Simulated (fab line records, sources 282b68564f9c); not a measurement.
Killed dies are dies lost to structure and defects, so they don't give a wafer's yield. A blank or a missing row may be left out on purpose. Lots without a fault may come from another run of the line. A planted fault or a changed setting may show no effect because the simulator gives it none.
One fault seen from 2 desks | flow rit_cmos | each desk has only its own numbers; what lay behind them comes last

THE METROLOGY DESK
What the gauges read, lot by lot, whatever tool the lot ran on: means of the sampled wafers that have a number. A lot is out of limits, marked OUT, if its mean lies more than 4 standard deviations from the usual mean; the brackets give that distance.
Columns: A = PSD_TW at RIT_PSD_TW_MEAS_10, usual 3450; B = PSD_RS at RIT_SDANNEAL_RS_MEAS_04, usual 116.0 ohm/sq
lot  | first seen here | A               | B
L475 | day 3 02:04     | 3448            | 115.5
L476 | day 3 06:57     | 3456            | 116.0
L477 | day 3 12:22     | 3514            | 115.7
L478 | day 3 16:05     | 3443            | 115.8
L479 | day 3 22:04     | 3422            | 116.0
L480 | day 4 05:25     | 3438            | 115.9
L481 | day 4 07:18     | 3500            | 115.8
L482 | day 4 12:19     | 3706 (+7.5) OUT | 104.3 (-39) OUT
L483 | day 4 18:04     | 3434            | 115.8
L484 | day 5 03:52     | 3662 (+6.2) OUT | 104.7 (-38) OUT
L493 | day 7 00:47     | 3433            | 115.8
L494 | day 7 02:40     | 3417            | 116.4
L498 | day 7 20:57     | 3417            | 116.3
This desk's finding: out of limits on L482, L484; first on L482, day 4 12:19 (PSD_TW at RIT_PSD_TW_MEAS_10). In limits: L475, L476, L477, L478, L479, L480, L481, L483, L493, L494, L498.

THE TOOL OWNER'S DESK: implanter-01
The tool's own readings at RIT_PSD_IMPLANT_08: means of the sampled wafers that have a number, for each lot that ran on this tool. A lot is out of limits, marked OUT, if its mean lies more than 4 standard deviations from the usual mean; the brackets give that distance.
Columns: A = beam_energy_keV at RIT_PSD_IMPLANT_08, usual 27.000
lot  | first seen here | A
L480 | day 4 05:07     | 26.995
L481 | day 4 06:59     | 27.002
L482 | day 4 11:59     | 32.940 (+99 or more) OUT
L484 | day 5 03:33     | 32.942 (+99 or more) OUT
This desk's finding: out of limits on L482, L484; first on L482, day 4 11:59 (beam_energy_keV at RIT_PSD_IMPLANT_08). In limits: L480, L481.

PUT TOGETHER
The tool owner's desk could have raised an alarm at day 4 11:59, on L482, L484.
The metrology desk could have raised an alarm at day 4 12:19, on L482, L484.
Of the lots named, all ran RIT_PSD_IMPLANT_08 on implanter-01.

WHAT THE SIMULATOR HAD PUT IN
Process parameter drift: implanter-01, from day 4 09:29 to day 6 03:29, at RIT_PSD_IMPLANT_08. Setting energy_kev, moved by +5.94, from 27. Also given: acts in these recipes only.
Lots struck among those shown: L482, L484.
Hours from the fault's start to each desk's first reading out of limits: the tool owner's desk, 2; the metrology desk, 3.
